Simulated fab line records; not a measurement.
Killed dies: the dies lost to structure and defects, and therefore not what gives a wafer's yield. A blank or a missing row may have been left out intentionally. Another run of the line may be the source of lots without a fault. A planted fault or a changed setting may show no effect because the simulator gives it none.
fab line records -- flow berkeley-cmos170 -- part 2 of 2: steps 32 to 43 of 43
[record] lots = 5, wafers = 15, last-day = 12
route steps=331 shown PWELL@43 WELLDRIVE@55 ACTIVE@60 PFIELD@79
lots untouched by any fault: they come from a run of this same line in which no faults occurred
start-h: start of the lot's first displayed wafer, in hours after the record's first day -- wait-h: time in hours since the lot's previous step -- " the same as in the row above -- L1.1+2: several wafers, shown together as one row -- - no value present, or no start provided -- * or withheld: withheld -- < > ~ a bound
route shown NAME@n: a module of which the file shows steps, and the number in the route of the first -- usual: mean/standard deviation of fault-free wafers -- same: alike in all rows -- chamber/n: place in a boat -- sites: each site's reading -- _std_site: their standard deviation -- _edge_site: mean of outer sites minus mean of inner sites -- radius-mm: how far each site lies from the wafer's centre -- mask NAME#n: copy n -- behind: the last tool/chamber to shape the wafer -- hold: why the lot went on hold/how many hours it stayed there/how the hold came to an end -- device: the n, p or np transistor that did not switch -- end of line: the route-end tests of the same wafers -- where a step has no rows: the recipe by itself -- killed: count of dies lost to structure and defects at first sort (not the wafer's yield) -- map: shows each die of a wafer: x if killed, . if not, _ if none is there
set.NAME: the run value of the setting; set.NAME@STEP: its run value at that earlier step -- model.NAME: the simulator's own value behind a step, which no gauge read
lots at selected steps of the route; one table per step, one row per wafer
services: a tool's chamber out of use, with start hour (start-h, from the record's first day; less than 0 if before it), hours out, and reason
[[steps]]
[step UCB170_ACTIVE_OVL_MEAS_14]
[usual] ACTIVE_OVL = -3/4.7
lot.wafer,tool,chamber,start-h,wait-h,ACTIVE_OVL[nm]
L077.2,overlay-02,-,96.60,0.1,-8
L077.3,overlay-02,-,96.60,0.1,-5
L077.6,overlay-02,-,96.60,0.1,-8
L079.1,overlay-02,-,118.44,0.1,-12
L079.4,overlay-02,-,118.44,0.1,-5
L079.5,overlay-02,-,118.44,0.1,-7
L085.1,overlay-02,-,147.15,0.1,6
L085.4,overlay-02,-,147.15,0.1,2
L085.6,overlay-02,-,147.15,0.1,4
L088.1,overlay-02,-,169.09,0.1,-4
L088.3,overlay-02,-,169.09,0.1,0
L088.5,overlay-02,-,169.09,0.1,-12
L095.1,overlay-02,-,186.00,0.1,-5
L095.2,overlay-02,-,186.00,0.1,-5
L095.3,overlay-02,-,186.00,0.1,-4
[step UCB170_ACTIVE_ETCH_15]
[recipe] chemistry = CH3F/Ar/O2, target = Si3N4, stop-on = SiO2, CH3F_flow_sccm = 20, Ar_flow_sccm = 50, O2_flow_sccm = 7, pressure-mtorr = 50, rf-w = 450, target-depth-a = 2420, over-etch-frac = 0.1, time-s = 151
[usual] chamber-pressure-mTorr = 50.00/0.046, drypump-motor-current-A = 5.6/0.45, oes-product-au = 0.940/0.014, throttle-valve-pct = 8.00/0.15
lot.wafer,tool,chamber,start-h,wait-h,chamber-pressure-mTorr,drypump-motor-current-A,oes-product-au,rf-hours-counter-h,throttle-valve-pct
L077.2,rie-diel-03,1,96.63,0.0,50.04,6.6,0.961,144,7.89
L077.3,rie-diel-03,3,96.63,0.0,50.02,5.3,0.947,128,7.92
L077.6,rie-diel-03,1,96.63,0.0,50.07,6.6,0.958,-,7.89
L079.1,rie-diel-01,3,118.47,0.0,50.02,5.1,0.938,85,7.82
L079.4,rie-diel-01,2,118.47,0.0,49.94,6.0,0.958,26,7.95
L079.5,rie-diel-01,3,118.47,0.0,50.02,5.1,0.950,-,7.83
L085.1,rie-diel-02,1,147.18,0.0,50.05,5.7,0.950,0,8.07
L085.4,rie-diel-02,2,147.18,0.0,49.97,5.5,0.928,-,7.82
L085.6,rie-diel-02,1,147.18,0.0,50.03,5.7,0.936,-,8.07
L088.1,rie-diel-03,2,169.13,0.0,49.96,5.9,0.953,126,8.04
L088.3,rie-diel-03,1,169.13,0.0,50.05,6.6,0.955,146,7.88
L088.5,rie-diel-03,1,169.13,0.0,50.02,6.6,0.962,-,7.89
L095.1,rie-diel-02,3,186.04,0.0,50.01,5.9,0.935,26,8.21
L095.2,rie-diel-02,2,186.04,0.0,49.97,5.5,0.940,107,7.83
L095.3,rie-diel-02,1,186.04,0.0,50.08,5.7,0.958,2,8.09
[step UCB170_ACTIVE_STRIP_16]
[recipe] chemistry = O2, power-w = 400, pressure-mtorr = 3500, platen-temp-c = withheld, o2-flow-sccm = 400, overash-fraction = 0.5
[usual] chamber-pressure-mTorr = 3500/3.2, drypump-motor-current-A = 5.9/0.61, oes-product-au = 0.720/0.0046, strip-time-to-endpoint-s = 17.70/0.065
lot.wafer,tool,chamber,start-h,wait-h,chamber-pressure-mTorr,drypump-motor-current-A,oes-product-au,rf-hours-counter-h,strip-time-to-endpoint-s
L077.2,plasma-asher-02,0,96.73,0.1,3503,5.1,0.719,39,17.79
L077.3,plasma-asher-02,1,96.73,0.1,3500,4.9,0.721,-,17.78
L077.6,plasma-asher-02,1,96.73,0.1,3502,4.9,0.718,-,17.80
L079.1,plasma-asher-04,1,118.57,0.1,3495,6.3,0.717,28,17.70
L079.4,plasma-asher-04,0,118.57,0.1,3495,6.2,0.719,-,17.63
L079.5,plasma-asher-04,1,118.57,0.1,3501,6.4,0.718,-,17.67
L085.1,plasma-asher-04,0,147.29,0.1,3501,6.2,0.709,31,17.61
L085.4,plasma-asher-04,0,147.29,0.1,3504,6.2,0.718,-,17.59
L085.6,plasma-asher-04,1,147.29,0.1,3495,6.3,0.716,-,17.69
L088.1,plasma-asher-02,0,169.23,0.1,3501,5.2,0.714,46,17.76
L088.3,plasma-asher-02,1,169.23,0.1,3500,4.8,0.714,-,17.64
L088.5,plasma-asher-02,1,169.23,0.1,3501,4.9,0.720,-,17.82
L095.1,plasma-asher-02,1,186.14,0.1,3496,4.9,0.712,48,17.71
L095.2,plasma-asher-02,0,186.14,0.1,3499,5.1,0.722,48,17.73
L095.3,plasma-asher-02,0,186.14,0.1,3506,5.2,0.727,-,17.73
[step UCB170_ACTIVE_CD_MEAS_90]
[recipe] target-cd-nm = 1200
[usual] cd-nm = 1200.3/1.4
lot.wafer,tool,chamber,start-h,wait-h,cd-nm
L077.2,cd-sem-02,-,96.85,0.1,1200.2
L077.3,cd-sem-02,-,96.85,0.1,1200.4
L077.6,cd-sem-02,-,96.85,0.1,1200.3
L079.1,cd-sem-01,-,118.67,0.1,1199.0
L079.4,cd-sem-01,-,118.67,0.1,1200.3
L079.5,cd-sem-01,-,118.67,0.1,1199.1
L085.1,cd-sem-02,-,147.39,0.1,1198.8
L085.4,cd-sem-02,-,147.39,0.1,1200.2
L085.6,cd-sem-02,-,147.39,0.1,1198.8
L088.1,cd-sem-02,-,169.33,0.1,1202.0
L088.3,cd-sem-02,-,169.33,0.1,1201.6
L088.5,cd-sem-02,-,169.33,0.1,1202.6
L095.1,cd-sem-02,-,186.36,0.2,1200.6
L095.2,cd-sem-02,-,186.36,0.2,1202.0
L095.3,cd-sem-02,-,186.36,0.2,1202.7
[step UCB170_ACTIVE_CLEAN_17]
[recipe] chemistry = SPM, temp-c = 120, time-s = 600
lot.wafer,tool,chamber,start-h,wait-h
L077.2+3+6,wet-bench-01,2,96.95,0.1
L079.1+4+5,wet-bench-01,1,119.61,0.9
L085.1+4+6,wet-bench-04,1,147.54,0.1
L088.1+3+5,wet-bench-02,2,170.16,0.8
L095.1+2+3,wet-bench-01,1,186.74,0.4
[step UCB170_PFIELD_HMDS_00]
[recipe] prime-time-s = 60, prime-temp-c = 100
lot.wafer,tool,chamber,start-h,wait-h
L077.2+3+6,litho-track-01,0,97.22,0.1
L079.1+4+5,litho-track-03,0,120.08,0.3
L085.1+4+6,litho-track-02,0,148.23,0.5
L088.1+3+5,litho-track-03,0,170.34,0.0
L095.1+2+3,litho-track-01,0,186.94,0.0
[step UCB170_PFIELD_COAT_01]
[recipe] resist = KrF, spin-rpm = 1500, resist-thk-nm = 900
[usual] dispense-pressure-kPa = 51/4.9
lot.wafer,tool,chamber,start-h,wait-h,dispense-pressure-kPa
L077.2,litho-track-01,0,97.37,0.1,55
L077.3,litho-track-01,0,97.37,0.1,55
L077.6,litho-track-01,0,97.37,0.1,55
L079.1,litho-track-03,0,120.23,0.1,56
L079.4,litho-track-03,0,120.23,0.1,56
L079.5,litho-track-03,0,120.23,0.1,56
L085.1,litho-track-02,0,148.38,0.1,46
L085.4,litho-track-02,0,148.38,0.1,46
L085.6,litho-track-02,0,148.38,0.1,46
L088.1,litho-track-03,0,170.49,0.1,56
L088.3,litho-track-03,0,170.49,0.1,56
L088.5,litho-track-03,0,170.49,0.1,56
L095.1,litho-track-01,0,187.09,0.1,55
L095.2,litho-track-01,0,187.09,0.1,55
L095.3,litho-track-01,0,187.09,0.1,55
[step UCB170_PFIELD_SOFTBAKE_02]
[recipe] resist = KrF, temp-c = 130, time-s = 60
lot.wafer,tool,chamber,start-h,wait-h
L077.2+3+6,litho-track-01,0,97.52,0.1
L079.1+4+5,litho-track-03,0,120.38,0.1
L085.1+4+6,litho-track-02,0,148.53,0.1
L088.1+3+5,litho-track-03,0,170.64,0.1
L095.1+2+3,litho-track-01,0,187.24,0.1
[step UCB170_PFIELD_EXPOSE_03]
[recipe] mask-id = PFIELD, na = 0.5, sigma-outer = 0.6, source-shape = conventional, target-cd-nm = 1500, dose-mj = 30
lot.wafer,tool,chamber,start-h,wait-h,mask
L077.2+3+6,krf-scanner-02,0,97.85,0.3,PFIELD#0
L079.1+4+5,krf-scanner-01,0,120.65,0.2,PFIELD#0
L085.1+4+6,krf-scanner-02,0,148.68,0.1,PFIELD#0
L088.1+3+5,krf-scanner-01,0,170.91,0.2,PFIELD#0
L095.1+2+3,krf-scanner-02,0,187.39,0.1,PFIELD#0
[step UCB170_PFIELD_PEB_04]
[recipe] peb-temp-c = 130, peb-time-s = withheld, resist = KrF
lot.wafer,tool,chamber,start-h,wait-h
L077.2+3+6,litho-track-02,0,97.97,0.1
L079.1+4+5,litho-track-02,0,120.77,0.1
L085.1+4+6,litho-track-02,0,149.41,0.7
L088.1+3+5,litho-track-03,0,171.03,0.1
L095.1+2+3,litho-track-03,0,187.61,0.2
[step UCB170_PFIELD_DEVELOP_05]
[recipe] developer = TMAH, develop-time-s = 45, resist = KrF, dev-temp-c = 21
lot.wafer,tool,chamber,start-h,wait-h
L077.2+3+6,litho-track-02,0,-,-
L079.1+4+5,litho-track-02,0,-,-
L085.1+4+6,litho-track-02,0,-,-
L088.1+3+5,litho-track-03,0,-,-
L095.1+2+3,litho-track-03,0,-,-
[step UCB170_PFIELD_OVL_MEAS_06]
[usual] PFIELD_OVL = 4/5.6
lot.wafer,tool,chamber,start-h,wait-h,PFIELD_OVL[nm]
L077.2,overlay-01,-,98.23,-,7
L077.3,overlay-01,-,98.23,-,6
L077.6,overlay-01,-,98.23,-,-1
L079.1,overlay-02,-,121.04,-,16
L079.4,overlay-02,-,121.04,-,9
L079.5,overlay-02,-,121.04,-,11
L085.1,overlay-01,-,149.68,-,11
L085.4,overlay-01,-,149.68,-,12
L085.6,overlay-01,-,149.68,-,7
L088.1,overlay-01,-,171.30,-,5
L088.3,overlay-01,-,171.30,-,9
L088.5,overlay-01,-,171.30,-,10
L095.1,overlay-01,-,187.89,-,-1
L095.2,overlay-01,-,187.89,-,-7
L095.3,overlay-01,-,187.89,-,0
[[services]]
tool,chamber,start-h,hours,kind
krf-scanner-02,-,47.26,6.1,repair
krf-scanner-02,-,62.75,0.8,pm
furnace-04,-,64.30,40.5,pm
krf-scanner-01,-,67.18,4.0,pm
krf-scanner-01,-,87.33,7.5,repair
furnace-03,-,87.76,44.6,pm
rie-diel-03,-,91.62,0.4,repair
plasma-asher-02,-,97.61,3.2,repair
krf-scanner-01,-,102.37,1.3,pm
furnace-04,-,104.78,2.8,pm
furnace-02,-,108.53,2.9,pm
wet-bench-01,-,111.36,3.0,repair
krf-scanner-01,-,113.32,4.4,pm
krf-scanner-02,-,133.11,0.8,repair
rie-diel-02,2,139.37,2.4,repair
krf-scanner-02,-,141.38,1.3,pm
rie-diel-02,-,142.58,0.1,repair
furnace-02,-,143.49,3.4,pm
rie-diel-02,0,143.66,12.6,repair
furnace-01,-,148.81,3.3,pm
krf-scanner-02,-,149.68,1.0,pm
krf-scanner-02,-,156.25,0.3,repair
krf-scanner-01,-,172.36,1.0,pm
furnace-01,-,172.71,1.3,pm
